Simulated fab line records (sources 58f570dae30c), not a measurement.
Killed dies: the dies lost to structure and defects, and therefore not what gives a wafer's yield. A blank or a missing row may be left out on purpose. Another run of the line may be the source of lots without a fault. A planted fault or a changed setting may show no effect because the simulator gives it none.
The tool behind it: which one? | flow berkeleyCmos170 | 21 wafers from 7 lots sampled at 4 of the route's 331 steps

## WHAT EACH GAUGE READ, for each wafer
UCB170_SDANNEAL_RS_MEAS_02: measurement is done with a four-point probe.
lot  | measured     | on           | PSD_RS (ohm/sq)
L128 | day 7 06:22  | filmMetro-01 | 75.5 75.4 75.1
L130 | day 7 12:37  | filmMetro-03 | 75.0 75.3 75.2
L133 | day 7 18:07  | filmMetro-01 | 75.4 75.6 75.4
L137 | day 8 19:16  | filmMetro-01 | 75.7 75.5 75.5
L139 | day 9 10:08  | filmMetro-02 | 90.0 89.7 89.4 89.6 90.1 89.2
L144 | day 10 12:11 | filmMetro-03 | 75.9 75.9 75.4
L143 | day 10 17:53 | filmMetro-02 | 89.9 90.5 90.5 89.9 90.2 90.2

## WHAT TOOL EACH LOT RAN ON (gives the tool, then ch and the chambers of the sampled wafers, and finally the start)
lot  | UCB170_PSD_IMPLANT_08           | UCB170_PSD_STRIP_09                 | UCB170_BACKSIDE_STRIP_03
L128 | implanter-03 ch 0, day 7 02:31  | plasmaAsher-03 ch 1, day 7 02:40    | plasmaAsher-01 ch 1, day 7 05:58
L130 | implanter-02 ch 0, day 7 07:26  | plasmaAsher-03 ch 0,1, day 7 07:33  | plasmaAsher-03 ch 0,1, day 7 12:11
L133 | implanter-02 ch 0, day 7 14:59  | plasmaAsher-02 ch 0,1, day 7 15:07  | plasmaAsher-03 ch 0,1, day 7 17:41
L137 | implanter-04 ch 0, day 8 16:00  | plasmaAsher-02 ch 0,1, day 8 16:09  | plasmaAsher-03 ch 0,1, day 8 18:50
L139 | implanter-03 ch 0, day 9 05:53  | plasmaAsher-02 ch 0,1, day 9 06:01  | plasmaAsher-03 ch 0,1, day 9 09:42
L144 | implanter-02 ch 0, day 10 08:36 | plasmaAsher-02 ch 0,1, day 10 08:47 | plasmaAsher-02 ch 0,1, day 10 11:44
L143 | implanter-03 ch 0, day 10 08:49 | plasmaAsher-04 ch 0,1, day 10 08:58 | plasmaAsher-03 ch 0,1, day 10 17:26
- UCB170_PSD_IMPLANT_08
- UCB170_PSD_STRIP_09: strips in O2.
- UCB170_BACKSIDE_STRIP_03: strips in O2.

## THE ANSWER, worked out from the rows above alone
Rule: usual is defined by the lots themselves. The widest of any qualifying gaps counts: lots, ordered by their means at a reading, are off when they make up no more than a third of the lots, leave a main group of 4 or more, and stand apart from it by 3 or more times the standard deviation of that group's means. A main group is skipped when, at the precision printed for the reading in the tables above, its means are all equal. Also off: a lot with no number at a reading for which 4 or more lots have one. The other lots that the step has rows for count as sound.
Off: L139, L143, at UCB170_SDANNEAL_RS_MEAS_02 (PSD_RS). The main group: mean 75.5 ohm/sq, standard deviation 0.19.
A tool fits if, at a process step before that reading, it ran every lot that is off, and no sound lot after the first of them. The gauges at UCB170_SDANNEAL_RS_MEAS_02 are tried like those tools. Can't be told from this: 3 tools fit, implanter-03 at UCB170_PSD_IMPLANT_08, plasmaAsher-03 at UCB170_BACKSIDE_STRIP_03, filmMetro-02 at UCB170_SDANNEAL_RS_MEAS_02.

## WHAT HAD BEEN PUT IN BY THE SIMULATOR
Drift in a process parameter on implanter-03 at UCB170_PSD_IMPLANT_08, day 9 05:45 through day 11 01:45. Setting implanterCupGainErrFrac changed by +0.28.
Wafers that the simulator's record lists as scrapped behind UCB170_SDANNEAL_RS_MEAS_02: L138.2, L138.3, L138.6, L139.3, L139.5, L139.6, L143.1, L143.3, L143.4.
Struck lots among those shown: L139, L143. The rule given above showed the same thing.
